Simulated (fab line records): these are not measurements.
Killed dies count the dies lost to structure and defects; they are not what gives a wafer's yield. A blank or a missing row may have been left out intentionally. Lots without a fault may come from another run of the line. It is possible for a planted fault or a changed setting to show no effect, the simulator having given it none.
fab line records	flow rit-cmos
record: lots: 6	wafers: 18	last-day: 7
route steps=202 shown ACTIVE@1
lots with no fault: from the same line, run without faults
start-h: hours from the record's opening day to when the first of the lot's shown wafers began	wait-h: time in hours since the lot's previous step	" same as the row above	L1.1+2: several wafers, shown together as one row	- no value, or no start was given	* or withheld: withheld	< > ~ a bound
route shown NAME@n: a module of which the file shows steps, and the number in the route of the first	usual: the fault-free wafers' mean and standard deviation	same: alike in all rows	chamber/n: place in a boat	sites: the reading at each site	_std_site: how widely they spread, as a standard deviation	_edge_site: inner sites' mean taken away from outer sites' mean	radius-mm: for every site, how far away it sits from the centre of the wafer	mask NAME#n: copy n	behind: tool/chamber where the wafer was last shaped	hold: why the lot was held/for how many hours/how that ended	device: transistor that didn't switch, given as n, p or np	end of line: the route-end tests of the same wafers	step lacking rows: just its recipe	killed: the dies lost at the first sort to structure and to defects; this is not the yield of the wafer	map: the dies of a wafer, with x for killed, . for not killed, _ for no die there
set.NAME: the setting the step ran with; set.NAME@STEP: the setting that earlier step ran with	model.NAME: the simulator's own value behind a step, which no gauge read
lots at some steps of the route; a table a step, a row a wafer
services: the hour from which a tool's chamber was out of use, counted from the record's first day as start-h (under 0 if before that day), plus the number of hours and why
== steps ==
step: RIT_ACTIVE_BOW_MEAS_00
recipe: mode: bow
usual: INCOMING_BOW: 0/7
lot.wafer	tool	chamber	start-h	wait-h	INCOMING_BOW[um]
L417.1	film-metro-02	-	25.00	-	2
L417.3	"	-	"	"	0
L417.6	"	-	"	"	-5
L419.3	film-metro-03	-	35.04	-	10
L419.5	"	-	"	"	3
L419.6	"	-	"	"	5
L421.1	film-metro-02	-	45.00	-	7
L421.2	"	-	"	"	-9
L421.4	"	-	"	"	4
L424.1	film-metro-01	-	60.00	-	-7
L424.5	"	-	"	"	2
L424.6	"	-	"	"	-7
L429.3	film-metro-01	-	85.04	-	-5
L429.4	"	-	"	"	12
L429.6	"	-	"	"	6
L435.1	film-metro-03	-	115.00	-	-6
L435.3	"	-	"	"	0
L435.4	"	-	"	"	-6
step: RIT_ACTIVE_OXIDATION_01
recipe: temp-c: 1000	ambient: O2	target-thk-a: 468	ox-time-s: 3360
step: RIT_ACTIVE_THK_MEAS_02
recipe: reads: SiO2_of_ACTIVE_OXIDATION_01
usual: ACTIVE_OXIDE_THK: 46.6/0.76
lot.wafer	tool	chamber	start-h	wait-h	ACTIVE_OXIDE_THK[nm]
L417.1	film-metro-01	-	27.05	0.0	46.4
L417.3	"	-	"	"	47.4
L417.6	"	-	"	"	46.8
L419.3	film-metro-01	-	38.14	0.0	46.3
L419.5	"	-	"	"	46.7
L419.6	"	-	"	"	47.2
L421.1	film-metro-03	-	48.57	0.0	46.9
L421.2	"	-	"	"	47.2
L421.4	"	-	"	"	46.8
L424.1	film-metro-02	-	63.34	0.0	47.4
L424.5	"	-	"	"	48.0
L424.6	"	-	"	"	46.9
L429.3	film-metro-02	-	87.87	0.0	46.2
L429.4	"	-	"	"	46.3
L429.6	"	-	"	"	46.4
L435.1	film-metro-01	-	117.61	0.0	46.3
L435.3	"	-	"	"	47.0
L435.4	"	-	"	"	46.8
step: RIT_ACTIVE_CVD_03
recipe: material: Si3N4	target-thk-nm: 150	temp-c: 810	precursor: SiH2Cl2/NH3	time-s: 1500	pressure-mtorr: 300	sih2cl2-flow-sccm: 60	nh3-flow-sccm: 150
usual: spike-tc-centre-C: 812.6/1.3	zone-power-load-pct: 22.2/2.3
lot.wafer	tool	chamber	start-h	wait-h	spike-tc-centre-C	zone-power-load-pct	model.Si3N4_of_ACTIVE_CVD_03.thk-nm
L417.1	lpcvd-01	1	27.11	0.1	814.5	25.6	148.5
L417.3	"	1	"	"	814.1	25.0	148.4
L417.6	"	1	"	"	813.6	25.1	148.3
L419.3	lpcvd-01	0	38.52	0.4	810.9	22.3	150.3
L419.5	"	0	"	"	813.2	22.3	151.3
L419.6	"	0	"	"	814.2	22.4	150
L421.1	lpcvd-01	1	48.83	0.2	814.5	25.6	40.37
L421.2	"	1	"	"	813.9	25.6	40.55
L421.4	"	1	"	"	811.1	24.6	41.8
L424.1	lpcvd-01	1	63.40	0.1	813.2	25.5	39.12
L424.5	"	1	"	"	813.1	25.3	39.06
L424.6	"	1	"	"	812.9	25.4	38.66
L429.3	lpcvd-02	0	87.91	0.0	813.3	18.5	151
L429.4	"	0	"	"	812.2	18.5	152.3
L429.6	"	0	"	"	813.7	18.4	151.5
L435.1	lpcvd-01	0	117.98	0.4	811.5	22.3	148.1
L435.3	"	0	"	"	811.8	22.4	149.1
L435.4	"	0	"	"	812.5	22.5	147.8
step: RIT_ACTIVE_THK_MEAS_04
recipe: reads: Si3N4_of_ACTIVE_CVD_03
usual: ACTIVE_NITRIDE_THK: 149.9/1.5
lot.wafer	tool	chamber	start-h	wait-h	ACTIVE_NITRIDE_THK[nm]
L417.1	film-metro-01	-	28.53	0.0	148.5
L417.3	"	-	"	"	148.4
L417.6	"	-	"	"	148.3
L419.3	film-metro-01	-	40.67	0.0	150.3
L419.5	"	-	"	"	151.2
L419.6	"	-	"	"	150.1
L421.1	film-metro-01	-	50.25	0.3	40.3
L421.2	"	-	"	"	40.5
L421.4	"	-	"	"	41.8
L424.1	film-metro-02	-	64.82	0.3	39.1
L424.5	"	-	"	"	39.1
L424.6	"	-	"	"	38.7
L429.3	film-metro-01	-	90.06	0.0	151.1
L429.4	"	-	"	"	152.4
L429.6	"	-	"	"	151.4
L435.1	film-metro-03	-	119.40	0.0	148.1
L435.3	"	-	"	"	149.1
L435.4	"	-	"	"	147.8
step: RIT_ACTIVE_HMDS_05
recipe: prime-time-s: 60	prime-temp-c: 140
step: RIT_ACTIVE_COAT_06
recipe: resist: NOVOLAK	spin-rpm: 3250	resist-thk-nm: 1000
step: RIT_ACTIVE_SOFTBAKE_07
recipe: resist: NOVOLAK	temp-c: 90	time-s: 60
step: RIT_ACTIVE_EXPOSE_08
recipe: mask-id: M1	na: 0.6	source-shape: conventional	sigma-outer: 0.6	target-cd-nm: 1400	dose-mj: 225
step: RIT_ACTIVE_PEB_09
recipe: resist: NOVOLAK	temp-c: withheld	time-s: withheld
step: RIT_ACTIVE_DEVELOP_10
recipe: resist: NOVOLAK	develop-time-s: 50	dev-temp-c: 23
step: RIT_ACTIVE_CD_MEAS_11
recipe: target-cd-nm: 1400
usual: cd-nm: 1401.2/2.2
lot.wafer	tool	chamber	start-h	wait-h	cd-nm
L417.1	cd-sem-01	-	29.56	-	1399.7
L417.3	"	-	"	"	1398.5
L417.6	"	-	"	"	1399.7
L419.3	cd-sem-02	-	41.72	-	1400.3
L419.5	"	-	"	"	1402.0
L419.6	"	-	"	"	1403.1
L421.1	cd-sem-02	-	51.28	-	1398.7
L421.2	"	-	"	"	1401.1
L421.4	"	-	"	"	1399.6
L424.1	cd-sem-02	-	65.73	-	1400.3
L424.5	"	-	"	"	1401.6
L424.6	"	-	"	"	1399.0
L429.3	cd-sem-01	-	91.11	-	1404.1
L429.4	"	-	"	"	1402.4
L429.6	"	-	"	"	1402.2
L435.1	cd-sem-01	-	120.43	-	1400.9
L435.3	"	-	"	"	1402.1
L435.4	"	-	"	"	1403.6
step: RIT_ACTIVE_HARDBAKE_12
recipe: resist: NOVOLAK	temp-c: 140	time-s: 60
step: RIT_ACTIVE_ETCH_13
recipe: stop-on: SiO2	chemistry: SF6	target: Si3N4	time-s: 210	over-etch-frac: 0.4	SF6_flow_sccm: 200	pressure-mtorr: 260	rf-w: 125	target-depth-a: 2100
usual: drypump-motor-current-A: 5.6/0.55	oes-product-au: 0.823/0.014	throttle-valve-pct: 7.46/0.11
same: time-s: 210
lot.wafer	tool	chamber	start-h	wait-h	drypump-motor-current-A	oes-product-au	rf-hours-counter-h	throttle-valve-pct	model.etch.depth-nm	model.ACTIVE.feature-depth-nm	model.SiO2_of_ACTIVE_OXIDATION_01.thk-nm
L417.1	rie-diel-02	1	29.83	0.1	5.8	0.801	52	7.55	148.5	149.4	45.49
L417.3	"	3	"	"	6.0	0.841	94	7.63	148.4	149.1	46.65
L417.6	"	0	"	"	5.2	0.838	-	7.34	148.3	148.3	46.84
L419.3	rie-diel-01	3	41.95	0.1	5.3	0.819	4	7.64	150.3	152	44.54
L419.5	"	0	"	"	6.3	0.840	-	7.42	151.3	151.3	46.7
L419.6	"	2	"	"	5.3	0.831	-	7.28	150	150	47.21
L421.1	rie-diel-04	1	51.55	0.1	4.8	0.498	133	7.36	40.37	87.28	0
L421.2	"	2	"	"	6.5	0.499	0	7.43	40.55	87.84	0
L421.4	"	0	"	"	5.7	0.489	39	7.49	41.8	41.8	46.88
L424.1	rie-diel-04	3	66.00	0.1	5.9	0.502	36	7.51	39.12	86.47	0
L424.5	"	3	"	"	5.9	0.492	-	7.48	39.06	87.13	0
L424.6	"	0	"	"	5.7	0.481	-	7.50	38.66	38.66	46.93
L429.3	rie-diel-04	2	91.34	0.1	6.6	0.819	1	7.45	151	154.1	43.17
L429.4	"	0	"	"	5.7	0.809	40	7.51	152.3	152.3	46.32
L429.6	"	0	"	"	5.7	0.815	-	7.50	151.5	151.5	46.35
L435.1	rie-diel-01	0	120.70	0.1	6.3	0.835	87	7.42	148.1	148.1	46.23
L435.3	"	3	"	"	5.3	0.798	6	7.64	149.1	150.8	45.21
L435.4	"	2	"	"	5.3	0.825	132	7.27	147.8	147.8	46.85
step: RIT_ACTIVE_STRIP_14
recipe: chemistry: O2	time-s: 180	resist: NOVOLAK	platen-temp-c: withheld	power-w: 500	pressure-mtorr: 4000	o2-flow-sccm: 4000
usual: drypump-motor-current-A: 5.5/0.57	o2-flow-sccm: 4000/11
same: time-s: 180
lot.wafer	tool	chamber	start-h	wait-h	drypump-motor-current-A	o2-flow-sccm	rf-hours-counter-h
L417.1	plasma-asher-03	0	30.05	0.1	5.8	3984	43
L417.3	"	0	"	"	5.8	3991	-
L417.6	"	0	"	"	5.8	4003	-
L419.3	plasma-asher-02	0	42.14	0.1	6.5	4006	-
L419.5	"	1	"	"	4.9	3996	-
L419.6	"	0	"	"	6.5	4000	-
L421.1	plasma-asher-01	0	51.68	0.1	5.3	4011	33
L421.2	"	1	"	"	4.7	3991	33
L421.4	"	0	"	"	5.3	4001	-
L424.1	plasma-asher-02	0	66.13	0.1	6.5	4005	23
L424.5	"	0	"	"	6.5	4005	-
L424.6	"	1	"	"	5.0	3987	-
L429.3	plasma-asher-03	0	91.53	0.1	5.8	4002	-
L429.4	"	1	"	"	5.4	3999	-
L429.6	"	0	"	"	5.8	3986	-
L435.1	plasma-asher-02	0	120.84	0.1	6.5	3992	30
L435.3	"	0	"	"	6.5	3994	-
L435.4	"	1	"	"	5.0	4029	-
step: RIT_ACTIVE_CD_MEAS_90
recipe: target-cd-nm: 1400
usual: cd-nm: 1401.2/2.2
lot.wafer	tool	chamber	start-h	wait-h	cd-nm
L417.1	cd-sem-01	-	30.23	0.1	1399.8
L417.3	"	-	"	"	1398.4
L417.6	"	-	"	"	1400.0
L419.3	cd-sem-01	-	42.30	0.1	1400.3
L419.5	"	-	"	"	1402.5
L419.6	"	-	"	"	1403.2
L421.1	cd-sem-01	-	51.86	0.1	1398.8
L421.2	"	-	"	"	1401.3
L421.4	"	-	"	"	1399.7
L424.1	cd-sem-02	-	66.30	0.1	1400.4
L424.5	"	-	"	"	1401.4
L424.6	"	-	"	"	1398.6
L429.3	cd-sem-02	-	91.69	0.1	1403.6
L429.4	"	-	"	"	1402.9
L429.6	"	-	"	"	1402.3
L435.1	cd-sem-02	-	121.01	0.1	1400.6
L435.3	"	-	"	"	1402.3
L435.4	"	-	"	"	1404.1
step: RIT_ACTIVE_CLEAN_15
recipe: chemistry: SC1	mix: 3:3:50	time-s: 600	temp-c: 75
step: RIT_ACTIVE_CLEAN_16
recipe: chemistry: dHF	dilution: 50:1	time-s: 30
same: time-s: 30
lot.wafer	tool	chamber	start-h	wait-h	model.Si3N4_of_ACTIVE_CVD_03.thk-nm
L417.1	wet-bench-04	1	30.52	0.0	147.7
L417.3	"	1	"	"	147.6
L417.6	"	1	"	"	147.5
L419.3	wet-bench-04	1	42.55	0.0	149.5
L419.5	"	1	"	"	150.5
L419.6	"	1	"	"	149.2
L421.1	wet-bench-01	0	52.19	0.0	39.53
L421.2	"	0	"	"	39.71
L421.4	"	0	"	"	40.96
L424.1	wet-bench-04	1	66.60	0.0	38.28
L424.5	"	1	"	"	38.22
L424.6	"	1	"	"	37.82
L429.3	wet-bench-04	2	91.96	0.0	150.2
L429.4	"	2	"	"	151.5
L429.6	"	2	"	"	150.6
L435.1	wet-bench-03	1	121.48	0.0	147.3
L435.3	"	1	"	"	148.2
L435.4	"	1	"	"	147
step: RIT_ACTIVE_CLEAN_17
recipe: chemistry: SC2	mix: 3:3:50	time-s: 600	temp-c: 75	dry: n2-spin
== services ==
tool	chamber	start-h	hours	kind
plasma-asher-01	-	3.49	14.3	repair
rie-diel-04	2	8.36	-	clean
rie-diel-04	2	8.36	23.7	scheduled-down
rie-diel-04	2	8.36	23.7	vent-cycle
plasma-asher-03	-	27.69	0.9	repair
rie-diel-01	-	33.88	0.5	repair
lpcvd-02	-	35.00	14.6	pm
rie-diel-01	1	35.75	48.8	repair
plasma-asher-01	-	38.42	0.3	repair
rie-diel-04	1	54.60	8.1	repair
rie-diel-02	3	60.54	7.6	repair
rie-diel-04	2	71.74	8.0	repair
rie-diel-04	2	81.53	3.8	repair
rie-diel-04	2	94.22	3.2	repair
wet-bench-01	-	96.57	1.0	repair
plasma-asher-01	-	108.75	9.0	pm
plasma-asher-01	0	108.75	9.0	vent-cycle
plasma-asher-01	1	108.75	9.0	vent-cycle
plasma-asher-01	0	117.75	-	clean
plasma-asher-01	1	117.75	-	clean
== key ==
first-sign: step: RIT_ACTIVE_THK_MEAS_04	reading: ACTIVE_NITRIDE_THK	direction: down	sigmas: 72	usual: 149.9	struck: 39.9
effect: step: RIT_ACTIVE_ETCH_13	reading: oes-product-au	direction: down	sigmas: 23	usual: 0.823	struck: 0.494
model-effect: step: RIT_ACTIVE_CVD_03	value: Si3N4_of_ACTIVE_CVD_03.thk-nm	without: 149.6	struck: 39.93
model-effect: step: RIT_ACTIVE_ETCH_13	value: etch.depth-nm	without: 149.6	struck: 39.93
model-effect: step: RIT_ACTIVE_CLEAN_16	value: Si3N4_of_ACTIVE_CVD_03.thk-nm	without: 148.7	struck: 39.09
met-at RIT_ACTIVE_CVD_03
struck-wafers L421.1,L421.2,L421.4,L424.1,L424.5,L424.6
later-rows-left-out L421.1,L421.2,L424.1,L424.5
sort-left-out L421.1,L421.2,L421.4,L424.1,L424.5,L424.6
tester-left-out L421,L424
onset-between 38.52 48.83
fault: kind: process-parameter-drift	tool: lpcvd-01	chamber: -	onset-h: 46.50	steps: RIT_ACTIVE_CVD_03	channel: time-s	offset: *	shape: step	end-h: 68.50	acts-in: *	stated: *
tester-left-out: of these lots the tester's yield and bins aren't shown, on N5 and GAA mostly nor the transistor test; their killed dies are dies lost to structure and defects alone, not to doping, threshold or leakage, so they don't give the yield
sort-left-out: the simulated sort isn't trusted on such a fault, so these wafers' sort isn't shown, and their yield isn't known
later-rows-left-out: the simulator's readings of these wafers behind a module that went badly wrong aren't trusted and aren't shown, but for the sort
